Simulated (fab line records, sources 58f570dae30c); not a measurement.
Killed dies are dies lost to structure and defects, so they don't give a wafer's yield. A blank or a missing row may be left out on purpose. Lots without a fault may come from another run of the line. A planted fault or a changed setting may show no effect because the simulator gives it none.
A struck lot beside a sound one | flow berkeley_cmos170 | 15 steps out of a route of 331
Sound: wafers L213.2, L213.5, L213.6. Struck: wafers L231.1, L231.3, L231.4. The cause comes at the end.
At each step with rows: each side's tool, then ch and its chambers, then its first start. Under that, the readings that differ: sound wafers | struck wafers | difference of the means | sigmas: that difference in standard deviations of wafers without a fault.
alike: readings whose means differ by less than 2 such deviations, and words and numbers that are the same on both sides. not compared: withheld readings, readings that some wafer has no value for, bounds like >300 that may hide the same value, and numbers for which the record gives no deviation and whose values overlap.
The two part at a step that has a row with sigmas, a row that says differs or no value, or rows on one side only. Numbers that don't overlap but have no deviation are shown without sigmas and don't part them. A reading that every wafer of one side lacks parts them only if that side has two wafers or more.

UCB170_PWELL_THK_MEAS_03:
  sound on film_metro-04, day 4 21:13; struck on film_metro-04, day 7 17:37
  alike: PWELL_OXIDE_THK
then, 2 steps without rows for these wafers: UCB170_PWELL_ANNEAL_04 (time 900 s); UCB170_PWELL_CVD_05 (deposits Si3N4 from SiH2Cl2/NH3, target thk 220 nm, time 3159 s).
UCB170_PWELL_THK_MEAS_06:
  sound on film_metro-02, day 5 07:57; struck on film_metro-04, day 8 03:11
  alike: PWELL_NITRIDE_THK
then, 6 steps without rows for these wafers: UCB170_PWELL_HMDS_07 (prime time 60 s); UCB170_PWELL_COAT_08 (resist thk 900 nm); UCB170_PWELL_SOFTBAKE_09 (time 60 s); UCB170_PWELL_EXPOSE_10 (exposes mask PWELL, target cd 3000 nm); UCB170_PWELL_PEB_11; UCB170_PWELL_DEVELOP_12 (develop time 45 s).
UCB170_PWELL_OVL_MEAS_13:
  sound on overlay-02, day 5 09:19; struck on overlay-02, day 8 04:25
  reading        | sound  | struck    | difference | sigmas
  PWELL_OVL (nm) | 6 11 6 | -6 -9 -10 | -16        | -3
UCB170_PWELL_ETCH_14: etches Si3N4 in CH3F/Ar/O2, stops on SiO2, target depth 242 nm, time 151 s.
  sound on rie_diel-04 ch 0,1,3, day 5 09:21; struck on rie_diel-02 ch 0,1,3, day 8 04:28
  alike: drypump_motor_current_A, oes_product_au, throttle_valve_pct
  not compared: rf_hours_counter_h
UCB170_PWELL_IMPLANT_15:
  sound on implanter-03 ch 0, day 5 09:28; struck on implanter-01 ch 0, day 8 04:34
  reading                   | sound                | struck               | difference | sigmas
  beam_energy_keV           | 59.994 60.004 59.961 | 56.767 56.767 56.743 | -3.227     | -99 or more
  model.implant.rp_nm (nm)  | 188.3 188.3 188.3    | 177.8 177.8 177.8    | -10.5      |
  model.implant.drp_nm (nm) | 64.7 64.7 64.7       | 62.81 62.81 62.81    | -1.89      |
  alike: end_station_pressure_torr
UCB170_PWELL_STRIP_16: strips in O2.
  sound on plasma_asher-02 ch 0,1, day 5 09:36; struck on plasma_asher-02 ch 0,1, day 8 04:43
  alike: drypump_motor_current_A, oes_product_au, strip_time_to_endpoint_s
  not compared: rf_hours_counter_h
UCB170_M3_PROBE_99:
  the record has rows for the sound wafers here (prober-01, day 11 11:02) and none for the struck ones

WHERE THEY PART
First at UCB170_PWELL_OVL_MEAS_13; last, within this record, at UCB170_M3_PROBE_99.

WHY: what the simulator had put in
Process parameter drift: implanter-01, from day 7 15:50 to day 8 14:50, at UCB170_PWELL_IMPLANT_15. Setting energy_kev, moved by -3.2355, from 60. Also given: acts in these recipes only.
